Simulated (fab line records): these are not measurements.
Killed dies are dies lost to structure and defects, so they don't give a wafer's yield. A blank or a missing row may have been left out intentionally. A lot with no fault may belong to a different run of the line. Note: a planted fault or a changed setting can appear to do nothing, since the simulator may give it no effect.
fab line records | flow rit-cmos
[record] lots = 6 | wafers = 18 | last-day = 7
route steps=202 shown PSD@144 SDANNEAL@153 NSD@158 PLDD@159 NLDD@160 SILICIDE@161 M1@202
lots that met no fault: from a run of the same line without faults
start-h: the number of hours between the record's first day and the start of the first shown wafer of the lot | wait-h: hours from the lot's prior step to this one | " unchanged from the row above | L1.1+2: one row covering several wafers at once | - no value, or no start given | * or withheld: withheld | < > ~ a bound
route shown NAME@n: a module of which the file shows steps, and the number in the route of the first | usual: average and standard deviation across the fault-free wafers | same: alike in all rows | chamber/n: place in a boat | sites: each site's reading | _std_site: standard deviation across them | _edge_site: the outer-site mean with the inner-site mean subtracted | radius-mm: for every site, how far away it sits from the centre of the wafer | mask NAME#n: copy n | behind: the tool/chamber that last shaped the wafer | hold: reason for holding the lot/hours on hold/outcome of the hold | device: the n, p or np transistor that did not switch | end of line: tests of these same wafers at the route's end | a step without rows: its recipe alone | killed: at the first sort, the dies lost to defects and structure; wafer yield is something else | map: shows each die of a wafer: x if killed, . if not, _ if none is there
set.NAME: the setting the step ran with; set.NAME@STEP: the setting that earlier step ran with | model.NAME: the simulator's own value behind a step, which no gauge read
lots at some steps of the route; a table a step, a row a wafer
services: from which hour (start-h, from the record's first day; less than 0 if before it) a tool's chamber was out of use, for how many hours, and why
[[steps]]
[step RIT_PSD_SOFTBAKE_02]
[recipe] resist = NOVOLAK | temp-c = 90 | time-s = 60
[step RIT_PSD_EXPOSE_03]
[recipe] mask-id = M10 | na = 0.57 | target-cd-nm = 40900 | dose-mj = 250
[step RIT_PSD_PEB_04]
[recipe] resist = NOVOLAK | temp-c = withheld | time-s = withheld
[step RIT_PSD_DEVELOP_05]
[recipe] resist = NOVOLAK | develop-time-s = 50 | dev-temp-c = 23
[step RIT_PSD_OVL_MEAS_06]
[usual] PSD_OVL = 0.7/1.2
lot.wafer | tool       | chamber | start-h | wait-h | PSD_OVL[nm]
L894.1    | overlay-02 | -       | 82.98   | -      | 0.3
L894.2    | "          | -       | "       | "      | 0.9
L894.6    | "          | -       | "       | "      | 0.0
L897.1    | overlay-02 | -       | 96.61   | -      | -0.7
L897.5    | "          | -       | "       | "      | -0.7
L897.6    | "          | -       | "       | "      | 0.9
L898.3    | overlay-02 | -       | 107.00  | -      | 1.5
L898.4    | "          | -       | "       | "      | 0.9
L898.6    | "          | -       | "       | "      | 1.8
L899.2    | overlay-01 | -       | 113.64  | -      | -1.1
L899.3    | "          | -       | "       | "      | 0.0
L899.6    | "          | -       | "       | "      | 0.4
L900.2    | overlay-02 | -       | 115.89  | -      | 0.0
L900.5    | "          | -       | "       | "      | 1.8
L900.6    | "          | -       | "       | "      | 0.7
L907.1    | overlay-02 | -       | 148.85  | -      | 0.7
L907.2    | "          | -       | "       | "      | 0.8
L907.3    | "          | -       | "       | "      | 0.8
[step RIT_PSD_HARDBAKE_07]
[recipe] resist = NOVOLAK | temp-c = 140 | time-s = 60
[step RIT_PSD_IMPLANT_08]
[recipe] species = BF2 | energy-kev = 27 | dose-cm2 = 5e+15 | tilt-deg = 7
[step RIT_PSD_STRIP_09]
[recipe] chemistry = O2 | time-s = 180 | resist = NOVOLAK | platen-temp-c = withheld | power-w = 500 | pressure-mtorr = 4000 | o2-flow-sccm = 4000
[usual] drypump-motor-current-A = 6.13/0.26
lot.wafer | tool            | chamber | start-h | wait-h | drypump-motor-current-A | rf-hours-counter-h
L894.1    | plasma-asher-02 | 0       | 83.31   | 0.1    | 6.43                    | 45
L894.2    | "               | 1       | "       | "      | 6.42                    | 45
L894.6    | "               | 1       | "       | "      | 6.38                    | -
L897.1    | plasma-asher-02 | 0       | 96.95   | 0.1    | 6.43                    | 46
L897.5    | "               | 1       | "       | "      | 6.38                    | -
L897.6    | "               | 0       | "       | "      | 6.43                    | -
L898.3    | plasma-asher-04 | 0       | 107.38  | 0.1    | 6.03                    | -
L898.4    | "               | 1       | "       | "      | 5.98                    | -
L898.6    | "               | 1       | "       | "      | 5.97                    | -
L899.2    | plasma-asher-02 | 1       | 113.97  | 0.1    | 6.39                    | 48
L899.3    | "               | 1       | "       | "      | 6.38                    | -
L899.6    | "               | 1       | "       | "      | 6.40                    | -
L900.2    | plasma-asher-02 | 0       | 116.22  | 0.1    | 6.45                    | 48
L900.5    | "               | 1       | "       | "      | 6.37                    | -
L900.6    | "               | 0       | "       | "      | 6.48                    | -
L907.1    | plasma-asher-02 | 0       | 149.19  | 0.1    | 6.45                    | 52
L907.2    | "               | 1       | "       | "      | 6.40                    | 52
L907.3    | "               | 0       | "       | "      | 6.45                    | -
[step RIT_PSD_TW_MEAS_10]
[usual] PSD_TW = 3429/31
lot.wafer | tool          | chamber | start-h | wait-h | PSD_TW
L894.1    | film-metro-03 | -       | 83.49   | 0.1    | 3447
L894.2    | "             | -       | "       | "      | 3458
L894.6    | "             | -       | "       | "      | 3463
L897.1    | film-metro-02 | -       | 97.12   | 0.1    | 3414
L897.5    | "             | -       | "       | "      | 3429
L897.6    | "             | -       | "       | "      | 3420
L898.3    | film-metro-04 | -       | 107.52  | 0.1    | 3387
L898.4    | "             | -       | "       | "      | 3382
L898.6    | "             | -       | "       | "      | 3410
L899.2    | film-metro-02 | -       | 114.15  | 0.1    | 3449
L899.3    | "             | -       | "       | "      | 3440
L899.6    | "             | -       | "       | "      | 3461
L900.2    | film-metro-03 | -       | 116.41  | 0.1    | 3443
L900.5    | "             | -       | "       | "      | 3466
L900.6    | "             | -       | "       | "      | 3468
L907.1    | film-metro-03 | -       | 149.36  | 0.1    | 3472
L907.2    | "             | -       | "       | "      | 3464
L907.3    | "             | -       | "       | "      | 3464
[step RIT_SDANNEAL_CLEAN_00]
[recipe] chemistry = SC1 | mix = 3:3:50 | time-s = 600 | temp-c = 75
[step RIT_SDANNEAL_CLEAN_01]
[recipe] chemistry = dHF | dilution = 50:1 | time-s = 30.43
[step RIT_SDANNEAL_CLEAN_02]
[recipe] chemistry = SC2 | mix = 3:3:50 | time-s = 600 | temp-c = 75 | dry = n2-spin
[step RIT_SDANNEAL_RTA_03]
[recipe] temp-c = 1050 | time-s = 5 | idle-temp-c = 600 | ramp-up-c-per-s = 342 | ramp-down-c-per-s = 171 | cool-to-c = 600 | ambient = N2
[usual] wafer_temp_C_max = 1053.5/1.1
lot.wafer | tool          | chamber | start-h | wait-h | wafer_temp_C_max
L894.1    | rtp-anneal-01 | 0       | 83.92   | 0.0    | 1053.9
L894.2    | "             | 0       | "       | "      | 1053.4
L894.6    | "             | 0       | "       | "      | 1053.4
L897.1    | rtp-anneal-01 | 0       | 97.57   | 0.0    | 1054.3
L897.5    | "             | 0       | "       | "      | 1052.5
L897.6    | "             | 0       | "       | "      | 1053.6
L898.3    | rtp-anneal-01 | 0       | 107.95  | 0.0    | 1053.9
L898.4    | "             | 0       | "       | "      | 1052.6
L898.6    | "             | 0       | "       | "      | 1055.9
L899.2    | rtp-anneal-02 | 0       | 114.59  | 0.0    | 1053.0
L899.3    | "             | 0       | "       | "      | 1053.1
L899.6    | "             | 0       | "       | "      | 1052.1
L900.2    | rtp-anneal-01 | 0       | 116.84  | 0.0    | 1052.8
L900.5    | "             | 0       | "       | "      | 1054.1
L900.6    | "             | 0       | "       | "      | 1051.1
L907.1    | rtp-anneal-02 | 0       | 149.79  | 0.0    | 1054.4
L907.2    | "             | 0       | "       | "      | 1055.2
L907.3    | "             | 0       | "       | "      | 1053.8
[step RIT_SDANNEAL_RS_MEAS_04]
[recipe] thk-meas-gauge = four-point-probe
[usual] PSD_RS = 115.78/0.28
lot.wafer | tool          | chamber | start-h | wait-h | PSD_RS[ohm/sq]
L894.1    | film-metro-02 | -       | 83.97   | 0.0    | 115.58
L894.2    | "             | -       | "       | "      | 115.66
L894.6    | "             | -       | "       | "      | 115.82
L897.1    | film-metro-04 | -       | 97.63   | 0.0    | 115.97
L897.5    | "             | -       | "       | "      | 115.94
L897.6    | "             | -       | "       | "      | 116.06
L898.3    | film-metro-03 | -       | 108.02  | 0.1    | 97.11
L898.4    | "             | -       | "       | "      | 97.27
L898.6    | "             | -       | "       | "      | 97.15
L899.2    | film-metro-04 | -       | 114.66  | 0.1    | 115.70
L899.3    | "             | -       | "       | "      | 115.76
L899.6    | "             | -       | "       | "      | 115.82
L900.2    | film-metro-02 | -       | 116.91  | 0.1    | 96.75
L900.5    | "             | -       | "       | "      | 96.82
L900.6    | "             | -       | "       | "      | 96.71
L907.1    | film-metro-03 | -       | 149.85  | 0.0    | 115.89
L907.2    | "             | -       | "       | "      | 115.92
L907.3    | "             | -       | "       | "      | 115.92
[step RIT_SDANNEAL_RS_MEAS_05]
[recipe] thk-meas-gauge = four-point-probe
[usual] NSD_RS = 84.42/0.23
lot.wafer | tool          | chamber | start-h | wait-h | NSD_RS[ohm/sq]
L894.1    | film-metro-02 | -       | 84.09   | 0.1    | 84.13
L894.2    | "             | -       | "       | "      | 84.04
L894.6    | "             | -       | "       | "      | 84.19
L897.1    | film-metro-04 | -       | 97.75   | 0.1    | 84.52
L897.5    | "             | -       | "       | "      | 84.95
L897.6    | "             | -       | "       | "      | 84.98
L898.3    | film-metro-03 | -       | 108.14  | 0.1    | 81.31
L898.4    | "             | -       | "       | "      | 81.35
L898.6    | "             | -       | "       | "      | 81.39
L899.2    | film-metro-04 | -       | 114.78  | 0.1    | 84.15
L899.3    | "             | -       | "       | "      | 84.49
L899.6    | "             | -       | "       | "      | 84.56
L900.2    | film-metro-02 | -       | 117.03  | 0.1    | 81.18
L900.5    | "             | -       | "       | "      | 81.41
L900.6    | "             | -       | "       | "      | 81.18
L907.1    | film-metro-03 | -       | 149.97  | 0.1    | 84.15
L907.2    | "             | -       | "       | "      | 84.19
L907.3    | "             | -       | "       | "      | 84.29
[step RIT_SDANNEAL_RS_MEAS_06]
[recipe] thk-meas-gauge = four-point-probe
[usual] PLDD_RS = 179.6/0.45
lot.wafer | tool          | chamber | start-h | wait-h | PLDD_RS[ohm/sq]
L894.1    | film-metro-02 | -       | 84.21   | 0.1    | 180.0
L894.2    | "             | -       | "       | "      | 180.4
L894.6    | "             | -       | "       | "      | 180.2
L897.1    | film-metro-04 | -       | 97.87   | 0.1    | 179.8
L897.5    | "             | -       | "       | "      | 179.9
L897.6    | "             | -       | "       | "      | 179.3
L898.3    | film-metro-03 | -       | 108.26  | 0.1    | 162.2
L898.4    | "             | -       | "       | "      | 161.9
L898.6    | "             | -       | "       | "      | 161.5
L899.2    | film-metro-04 | -       | 114.90  | 0.1    | 179.8
L899.3    | "             | -       | "       | "      | 180.0
L899.6    | "             | -       | "       | "      | 179.9
L900.2    | film-metro-02 | -       | 117.15  | 0.1    | 161.7
L900.5    | "             | -       | "       | "      | 161.4
L900.6    | "             | -       | "       | "      | 161.6
L907.1    | film-metro-03 | -       | 150.09  | 0.1    | 179.4
L907.2    | "             | -       | "       | "      | 179.5
L907.3    | "             | -       | "       | "      | 179.8
[step RIT_SDANNEAL_RS_MEAS_07]
[recipe] thk-meas-gauge = four-point-probe
[usual] NLDD_RS = 151.5/0.51
lot.wafer | tool          | chamber | start-h | wait-h | NLDD_RS[ohm/sq]
L894.1    | film-metro-02 | -       | 84.33   | 0.1    | 151.4
L894.2    | "             | -       | "       | "      | 151.1
L894.6    | "             | -       | "       | "      | 151.8
L897.1    | film-metro-04 | -       | 97.99   | 0.1    | 151.6
L897.5    | "             | -       | "       | "      | 151.1
L897.6    | "             | -       | "       | "      | 152.2
L898.3    | film-metro-03 | -       | 108.38  | 0.1    | 148.3
L898.4    | "             | -       | "       | "      | 148.3
L898.6    | "             | -       | "       | "      | 147.9
L899.2    | film-metro-04 | -       | 115.02  | 0.1    | 152.3
L899.3    | "             | -       | "       | "      | 151.6
L899.6    | "             | -       | "       | "      | 151.4
L900.2    | film-metro-02 | -       | 117.27  | 0.1    | 149.4
L900.5    | "             | -       | "       | "      | 149.2
L900.6    | "             | -       | "       | "      | 149.1
L907.1    | film-metro-03 | -       | 150.21  | 0.1    | 151.1
L907.2    | "             | -       | "       | "      | 151.5
L907.3    | "             | -       | "       | "      | 151.9
[step RIT_SILICIDE_WET_ETCH_00]
[recipe] chemistry = BOE | target = SiO2 | target-depth-nm = 14 | time-s = 15 | dry = n2-spin | dilution = 10:1 | temp-c = 21.5
[step RIT_M1_PROBE_99]
[usual] killed-at-front-end = 6.6/2.8 | killed-dies = 6.6/2.8 | killed-open = 3.3/2 | killed-short = 3.2/1.7
[same] gross-dies = 264 | killed_at_M0_to_M3 = 0 | killed_at_M4_up = 0 | killed-at-back-side = 0 | killed-at-contacts = 0 | killed-at-other = 0
lot.wafer | tool      | chamber | start-h | wait-h | killed-at-front-end | killed-dies | killed-open | killed-short
L894.1    | prober-02 | -       | 91.75   | 0.1    | 9                   | 9           | 7           | 2
L894.2    | prober-02 | -       | 91.80   | 0.1    | 11                  | 11          | 7           | 4
L894.6    | prober-02 | -       | 92.00   | 0.2    | 9                   | 9           | 5           | 4
L897.1    | prober-02 | -       | 105.01  | 0.1    | 8                   | 8           | 4           | 3
L897.5    | prober-02 | -       | 105.21  | 0.2    | 3                   | 3           | 0           | 3
L897.6    | prober-02 | -       | 105.26  | 0.2    | 12                  | 12          | 6           | 5
L899.2    | prober-01 | -       | 122.08  | 0.1    | 3                   | 3           | 0           | 3
L899.3    | prober-01 | -       | 122.13  | 0.2    | 7                   | 7           | 5           | 2
L899.6    | prober-01 | -       | 122.28  | 0.2    | 5                   | 5           | 3           | 2
L900.2    | prober-02 | -       | 124.69  | 0.1    | 8                   | 8           | 3           | 5
L900.5    | prober-02 | -       | 124.84  | 0.2    | 11                  | 11          | 8           | 3
L900.6    | prober-02 | -       | 124.89  | 0.2    | 2                   | 2           | 1           | 1
L907.1    | prober-01 | -       | 157.61  | 0.1    | 3                   | 3           | 1           | 2
L907.2    | prober-01 | -       | 157.66  | 0.1    | 12                  | 12          | 6           | 6
L907.3    | prober-01 | -       | 157.71  | 0.2    | 7                   | 7           | 4           | 3
// killed by level:class
L894.1 FOX2:geometric-particle:open=3 FOX1:geometric-particle:open=2 GATE:geometric-particle:open=2 FOX1:geometric-particle:short=1 SPACER:geometric-particle:short=1
L894.2 GATE:geometric-particle:open=5 FOX1:geometric-particle:short=2 FOX1:geometric-particle:open=2 GATE:geometric-particle:short=1 REOX:geometric-particle:short=1
L894.6 FOX1:geometric-particle:open=3 FOX1:geometric-particle:short=1 GATE:geometric-particle:open=1 REOX:geometric-particle:short=1 REOX:geometric-particle:open=1 SPACER:geometric-particle:short=1 SILICIDE:geometric-particle:short=1
L897.1 GATE:geometric-particle:open=2 SPACER:geometric-particle:open=2 FOX1:geometric-particle:short=1 REOX:geometric-particle:short=1 SPACER:geometric-particle:short=1 NSD:coat-microbubble-printed=1
L897.5 GATE:geometric-particle:short=3
L897.6 GATE:geometric-particle:short=4 GATE:geometric-particle:open=3 FOX2:geometric-particle:open=2 FOX1:geometric-particle:open=1 FOX2:geometric-particle:short=1 NSD:coat-microbubble-printed=1
L899.2 GATE:geometric-particle:short=2 REOX:geometric-particle:short=1
L899.3 SPACER:geometric-particle:open=2 ACTIVE:geometric-particle:short=1 FOX1:geometric-particle:open=1 GATE:geometric-particle:open=1 GATE:geometric-particle:short=1 REOX:geometric-particle:open=1
L899.6 GATE:geometric-particle:open=2 FOX2:geometric-particle:short=1 SPACER:geometric-particle:open=1 SPACER:geometric-particle:short=1
L900.2 GATE:geometric-particle:open=2 FOX1:geometric-particle:short=1 FOX2:geometric-particle:short=1 GATE:geometric-particle:short=1 REOX:geometric-particle:open=1 SPACER:geometric-particle:short=1 SILICIDE:geometric-particle:short=1
L900.5 GATE:geometric-particle:open=3 REOX:geometric-particle:open=3 SILICIDE:geometric-particle:short=2 FOX1:geometric-particle:open=1 GATE:geometric-particle:short=1 SILICIDE:geometric-particle:open=1
L900.6 GATE:geometric-particle:open=1 REOX:geometric-particle:short=1
L907.1 SILICIDE:geometric-particle:short=2 SILICIDE:geometric-particle:open=1
L907.2 FOX1:geometric-particle:short=2 FOX1:geometric-particle:open=2 GATE:geometric-particle:short=2 REOX:geometric-particle:open=2 REOX:geometric-particle:short=1 SPACER:geometric-particle:open=1 SILICIDE:geometric-particle:short=1 SILICIDE:geometric-particle:open=1
L907.3 REOX:geometric-particle:open=2 SILICIDE:geometric-particle:open=2 FOX1:geometric-particle:short=1 REOX:geometric-particle:short=1 SPACER:geometric-particle:short=1
[[services]]
tool            | chamber | start-h | hours | kind
plasma-asher-04 | -       | 108.75  | 9.0   | pm
plasma-asher-04 | 0       | 108.75  | 9.0   | vent-cycle
plasma-asher-04 | 1       | 108.75  | 9.0   | vent-cycle
plasma-asher-04 | 0       | 117.75  | -     | clean
plasma-asher-04 | 1       | 117.75  | -     | clean
plasma-asher-02 | -       | 121.22  | 0.5   | repair
[[key]]
[first-sign] step = RIT_SDANNEAL_RS_MEAS_04 | reading = PSD_RS | direction = down | sigmas = 68 | usual = 115.78 | struck = 96.97
[effect] step = RIT_SDANNEAL_RS_MEAS_05 | reading = NSD_RS | direction = down | sigmas = 13 | usual = 84.42 | struck = 81.30
[effect] step = RIT_SDANNEAL_RS_MEAS_06 | reading = PLDD_RS | direction = down | sigmas = 40 | usual = 179.6 | struck = 161.7
[effect] step = RIT_SDANNEAL_RS_MEAS_07 | reading = NLDD_RS | direction = down | sigmas = 5.5 | usual = 151.5 | struck = 148.7
met-at RIT_SDANNEAL_RTA_03
struck-wafers L898.3,L898.4,L898.6,L900.2,L900.5,L900.6
tester-left-out L898,L900
onset-between 97.57 107.95
[fault] kind = process-parameter-drift | tool = rtp-anneal-01 | chamber = - | onset-h = 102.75 | steps = RIT_SDANNEAL_RTA_03 | channel = time-s | offset = * | shape = step | end-h = 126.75 | acts-in = * | stated = *
// tester-left-out: of these lots the tester's yield and bins aren't shown, on N5 and GAA mostly nor the transistor test; their killed dies are dies lost to structure and defects alone, not to doping, threshold or leakage, so they don't give the yield
